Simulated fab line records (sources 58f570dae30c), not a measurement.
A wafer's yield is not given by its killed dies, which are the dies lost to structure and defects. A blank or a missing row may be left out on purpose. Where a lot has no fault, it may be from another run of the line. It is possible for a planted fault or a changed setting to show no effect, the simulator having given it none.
Comparing a struck lot with a sound one :: flow berkeley cmos170 :: 17 steps out of a route of 331
Sound: these wafers, L836.1, L836.3, L836.4. The struck wafers were L829.2, L829.4, L829.6. Last of all comes the cause.
At each step with rows: each side's tool, then ch and its chambers, then its first start. Under that, the readings that differ: sound wafers :: struck wafers :: difference of the means :: sigmas: that difference in standard deviations of wafers without a fault.
alike: same words and numbers on both sides, and readings whose means sit less than 2 such deviations apart. not compared: any withheld reading, any reading some wafer has no value for, any bound like >300 that may hide the same value, and any number with overlapping values for which the record gives no deviation.
Wherever a step has rows on one side only, a row that says differs or no value, or a row with sigmas, the two part there. When numbers do not overlap yet have no deviation, they are printed without sigmas and do not part them. A reading missing from all wafers of one side parts the sides only when that side holds two or more wafers.

first, 1 step without rows for these wafers: UCB170_CONTACT_CLEAN_20 (cleans in SPM, time 600 s).
UCB170_M1_SPUTTER_00: material Al, target thk 600 nm, time 80 s.
  sound on pvd sputter-03 at day 10 13:30; struck on pvd sputter-04 at day 8 17:23
  alike: throttle valve pct
UCB170_M1_RS_MEAS_01: a four-point-probe measurement.
  sound on film metro-04 at day 10 13:34; struck on film metro-04 at day 8 17:29
  alike: M1_AL_RS
UCB170_M1_THK_MEAS_02: measures by xrf.
  sound on film metro-04 at day 10 13:41; struck on film metro-04 at day 8 17:35
  alike: M1_AL_THK
then, 6 steps without rows for these wafers: UCB170_M1_COAT_03; UCB170_M1_COAT_04 (resist thk 911.6 nm); UCB170_M1_SOFTBAKE_05 (time 60 s); UCB170_M1_EXPOSE_06 (exposes mask METAL1, target cd 700 nm); UCB170_M1_PEB_07; UCB170_M1_DEVELOP_08 (develop time 45 s).
UCB170_M1_CD_MEAS_09: target cd 700 nm.
  sound on cd sem-02 at day 10 14:44; struck on cd sem-01 at day 8 18:40
  alike: cd nm
UCB170_M1_OVL_MEAS_10:
  sound on overlay-02 at day 10 14:51; struck on overlay-02 at day 8 18:46
  alike: M1_OVL
UCB170_M1_ETCH_11: etches BARC in N2/H2.
  sound on rie diel-03 ch 0,1,3, day 10 14:53; struck on rie diel-03 ch 0,2,3, day 8 18:47
  no value came back on the struck wafers for any of 6 readings (bias w (W), chamber pressure mTorr (mTorr) and others); on the sound wafers bias w (W) reads 100.2 100.0 100.1
UCB170_M1_METAL_ETCH_12: etches Al in Cl2/BCl3, stops on PSG, target depth 780 nm, time 130 s.
  sound on rie metal-03 ch 0,1, day 10 14:56; struck on rie metal-02 ch 0,1, day 8 18:50
reading: oes product au (a.u.)
sound: 0.864 0.860 0.826
struck: 0.381 0.379 0.375
difference: -0.472
sigmas: -31
  alike: bcl3 flow sccm, bias w, drypump motor current A, throttle valve pct
  not compared: rf hours counter h
UCB170_M1_STRIP_13: strips in O2.
  sound on plasma asher-03 ch 0,1, day 10 15:04; struck on plasma asher-04 ch 1, day 8 18:58
  alike: drypump motor current A, oes product au
  not compared: rf hours counter h
UCB170_M1_CD_MEAS_90: target cd 700 nm.
  sound on cd sem-01 at day 10 15:10; struck on cd sem-02 at day 8 19:05
reading: cd nm (nm)
sound: 702.4 697.1 703.0
struck: - - -
difference: no value on the struck wafers
sigmas: 
then, 1 step without rows for these wafers: UCB170_M1_ANNEAL_14 (time 1200 s).

WHERE THEY PART
Earliest at UCB170_M1_ETCH_11; latest, in this record, at UCB170_M1_CD_MEAS_90.

WHY: the cause the simulator had injected
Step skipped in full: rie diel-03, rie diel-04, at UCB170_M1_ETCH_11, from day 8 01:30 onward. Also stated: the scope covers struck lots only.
